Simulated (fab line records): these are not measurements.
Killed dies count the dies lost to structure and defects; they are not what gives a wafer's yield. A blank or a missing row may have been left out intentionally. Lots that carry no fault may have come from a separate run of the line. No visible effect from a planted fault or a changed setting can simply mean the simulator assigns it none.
Split-lot trial    flow rit_cmos    route with 202 steps; 5 lots, 23 wafers read

## ABOUT THE SPLIT
At RIT_NWELL_SOFTBAKE_02 (time 60 s), the setting temp_c was moved away from the recipe's 90 C on 10 of the 23 wafers read, by -1.3% to +3.3%. The other wafers ran this setting at the recipe's value.

## FROM THE SPLIT TO THE READING: what the file shows between them, 2 steps
- RIT_NWELL_EXPOSE_03: exposes mask M2, target cd 43900 nm
- RIT_NWELL_PEB_04

## THE READING
NOVOLAK_of_NWELL_COAT_01.thk_nm (the simulator's own value, which no gauge read), in nm, at RIT_NWELL_DEVELOP_05 (develop time 68 s). The file gives no usual value for it. The 13 wafers here that ran the recipe average 1299 nm, standard deviation 3.7 nm.

wafer   tool, chamber at the split  temp_c as run, C  against the recipe  NOVOLAK_of_NWELL_COAT_01.thk_nm, nm  against lot-mates on the recipe
L074.3  litho_track-04, 0           90                recipe              1293                                 -
L074.4  litho_track-04, 0           90                recipe              1294                                 -
L074.6  litho_track-04, 0           90                recipe              1294                                 -
L075.1  litho_track-01, 0           92.98             +3.3%               1293                                 -10
L075.3  litho_track-01, 0           92.98             +3.3%               1296                                 -7
L075.4  litho_track-01, 0           90                recipe              1303                                 -
L075.6  litho_track-01, 0           90                recipe              1303                                 -
L075.5  litho_track-01, 0           90                recipe              1304                                 -
L077.1  litho_track-02, 0           90                recipe              1299                                 -
L077.6  litho_track-02, 0           90                recipe              1299                                 -
L077.2  litho_track-02, 0           88.81             -1.3%               1301                                 +2
L077.3  litho_track-02, 0           88.81             -1.3%               1301                                 +2
L077.4  litho_track-02, 0           88.81             -1.3%               1300                                 +1
L082.1  litho_track-02, 0           90                recipe              1303                                 -
L082.2  litho_track-02, 0           90                recipe              1300                                 -
L082.3  litho_track-02, 0           91.81             +2.0%               1291                                 -10
L082.5  litho_track-02, 0           91.81             +2.0%               1294                                 -7
L082.6  litho_track-02, 0           90                recipe              1301                                 -
L085.1  litho_track-01, 0           90                recipe              1297                                 -
L085.2  litho_track-01, 0           91.67             +1.9%               1292                                 -8
L085.4  litho_track-01, 0           91.67             +1.9%               1292                                 -8
L085.3  litho_track-01, 0           91.67             +1.9%               1294                                 -6
L085.5  litho_track-01, 0           90                recipe              1302                                 -

THE FIT
A straight line over all 23 wafers: NOVOLAK_of_NWELL_COAT_01.thk_nm changes by -2.08 nm for each +1% of temp_c; r = -0.65; the points scatter about the line by 3.3 nm.
The same after taking each lot's own level away (the mean of its wafers on the recipe; 23 wafers): -2.86 nm for each +1%; r = -0.92; scatter 1.7 nm.
Per that fit: largest temp_c move, reading shift of 9.5 nm.
Measured against the standard deviation above, the lots' own levels, which go from 1293.7 to 1303.3 nm, span 2.6 times it.
So the lot-to-lot level blurs the effect unless lot-mates are compared.
Check: -10.1 nm against its lot-mates is what the line predicts for one of the wafers moved furthest among these (+3.3%) when that wafer is left out of the fit. Against them it came out at -10.3 nm.

## THE OTHER SPLITS THESE WAFERS WENT THROUGH
These wafers also went through other splits before the reading. Each is held against what the fit with the lots' levels taken away leaves over:
other split on the same wafers       wafers away from the commonest value  r with NOVOLAK_of_NWELL_COAT_01.thk_nm (lot level and that fit taken away)
RIT_ACTIVE_CVD_03 sih2cl2_flow_sccm  15                                    +0.02
RIT_ACTIVE_EXPOSE_08 dose_mj         5                                     -0.13
RIT_ACTIVE_STRIP_14 pressure_mtorr   15                                    +0.02

## FILE'S OWN FIT
NOVOLAK_of_NWELL_COAT_01.thk_nm changes by -3.19 nm for each +1% of temp_c, r = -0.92.
